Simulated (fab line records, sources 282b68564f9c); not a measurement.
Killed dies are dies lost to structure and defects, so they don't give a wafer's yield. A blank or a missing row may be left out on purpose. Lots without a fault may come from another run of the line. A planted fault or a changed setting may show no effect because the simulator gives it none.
Which tool did it? | flow rit_cmos | 15 lots, 45 wafers sampled, at 2 steps of a route of 202

WHAT THE GAUGES READ, wafer by wafer
RIT_PLDD_TW_MEAS_10.
lot  | measured    | on            | PLDD_TW
L259 | day 2 18:47 | film_metro-02 | 2358 2365 2366
L260 | day 3 01:13 | film_metro-02 | 2368 2350 2378
L261 | day 3 05:53 | film_metro-04 | 2364 2364 2372
L262 | day 3 11:32 | film_metro-04 | 2378 2380 2371
L264 | day 3 20:00 | film_metro-04 | 2394 2375 2369
L265 | day 4 00:34 | film_metro-04 | 2376 2376 2365
L267 | day 4 12:25 | film_metro-04 | 2349 2368 2371
L268 | day 4 16:19 | film_metro-02 | 2350 2353 2336
L270 | day 5 01:32 | film_metro-02 | 30 30 30
L271 | day 5 07:34 | film_metro-04 | 30 30 30
L272 | day 5 12:35 | film_metro-04 | 30 30 30
L273 | day 5 18:02 | film_metro-01 | 2348 2332 2345
L280 | day 7 04:10 | film_metro-02 | 2355 2372 2348
L281 | day 7 09:11 | film_metro-01 | 2357 2351 2331
L282 | day 7 13:42 | film_metro-04 | 2366 2358 2361

WHICH TOOL RAN EACH LOT (tool, then ch and the chambers of the sampled wafers, then the start)
lot  | RIT_NLDD_STRIP_09
L259 | plasma_asher-02 ch 0,1, day 2 17:13
L260 | plasma_asher-02 ch 0,1, day 2 23:38
L261 | plasma_asher-01 ch 0,1, day 3 04:10
L262 | plasma_asher-04 ch 0,1, day 3 09:41
L264 | plasma_asher-01 ch 0,1, day 3 18:10
L265 | plasma_asher-04 ch 0,1, day 3 22:51
L267 | plasma_asher-04 ch 0,1, day 4 10:36
L268 | plasma_asher-01 ch 0,1, day 4 14:36
L270 | plasma_asher-04 ch 0,1, day 4 23:41
L271 | plasma_asher-02 ch 1, day 5 05:58
L272 | plasma_asher-02 ch 0,1, day 5 10:58
L273 | plasma_asher-04 ch 0,1, day 5 16:29
L280 | plasma_asher-04 ch 0,1, day 7 02:26
L281 | plasma_asher-04 ch 0,1, day 7 07:35
L282 | plasma_asher-04 ch 0,1, day 7 11:58
- RIT_NLDD_STRIP_09: strips in O2, time 180 s.

WHAT THE TOOLS THEMSELVES READ (means of the sampled wafers that have a number; where no wafer has one, the mark that the record gives instead)
RIT_NLDD_STRIP_09.
lot  | tool            | chamber_pressure_mTorr (mTorr) | drypump_motor_current_A (A) | o2_flow_sccm (sccm)
L259 | plasma_asher-02 | 3999                           | 5.7                         | 4008
L260 | plasma_asher-02 | 4000                           | 5.7                         | 3992
L261 | plasma_asher-01 | 4000                           | 5.2                         | 4001
L262 | plasma_asher-04 | 4000                           | 5.0                         | 4001
L264 | plasma_asher-01 | 4000                           | 5.3                         | 3994
L265 | plasma_asher-04 | 3999                           | 5.4                         | 4007
L267 | plasma_asher-04 | 3997                           | 5.0                         | 4001
L268 | plasma_asher-01 | 4000                           | 5.3                         | 3998
L270 | plasma_asher-04 | -                              | -                           | -
L271 | plasma_asher-02 | -                              | -                           | -
L272 | plasma_asher-02 | -                              | -                           | -
L273 | plasma_asher-04 | 3997                           | 5.4                         | 4008
L280 | plasma_asher-04 | 4001                           | 5.0                         | 3998
L281 | plasma_asher-04 | 4000                           | 5.4                         | 3988
L282 | plasma_asher-04 | 3999                           | 5.0                         | 3992

THE ANSWER, worked out from the rows above alone
Rule: what is usual is taken from the lots themselves. Put in order of their means at a reading, lots are off if they are a third of the lots or fewer, leave a main group of 4 or more, and stand apart from it by a gap of 3 or more times the standard deviation of the main group's means; of several such gaps the widest counts. A main group whose means are all the same, to the digits that the tables above print for the reading, isn't used. A lot without any number at a reading at which 4 lots or more have one is off too. The other lots that the step has rows for count as sound. The gauges are gone through in route order, then the tools' own readings, and for those a lot's mean is taken as printed above. The first step at which some lot is off is used, and at that step the reading that is off furthest; a lot without a number counts as furthest.
Off: L270, L271, L272, at RIT_PLDD_TW_MEAS_10 (PLDD_TW). The main group: mean 2362, standard deviation 11.
A tool fits if, at a process step before that reading, it ran every lot that is off, and no sound lot after the first of them. The gauges at RIT_PLDD_TW_MEAS_10 aren't tried: what is off there is off at RIT_NLDD_STRIP_09 too, on other tools, and a gauge's error can't cause that. None of those tried fits.

WHAT THE SIMULATOR HAD PUT IN
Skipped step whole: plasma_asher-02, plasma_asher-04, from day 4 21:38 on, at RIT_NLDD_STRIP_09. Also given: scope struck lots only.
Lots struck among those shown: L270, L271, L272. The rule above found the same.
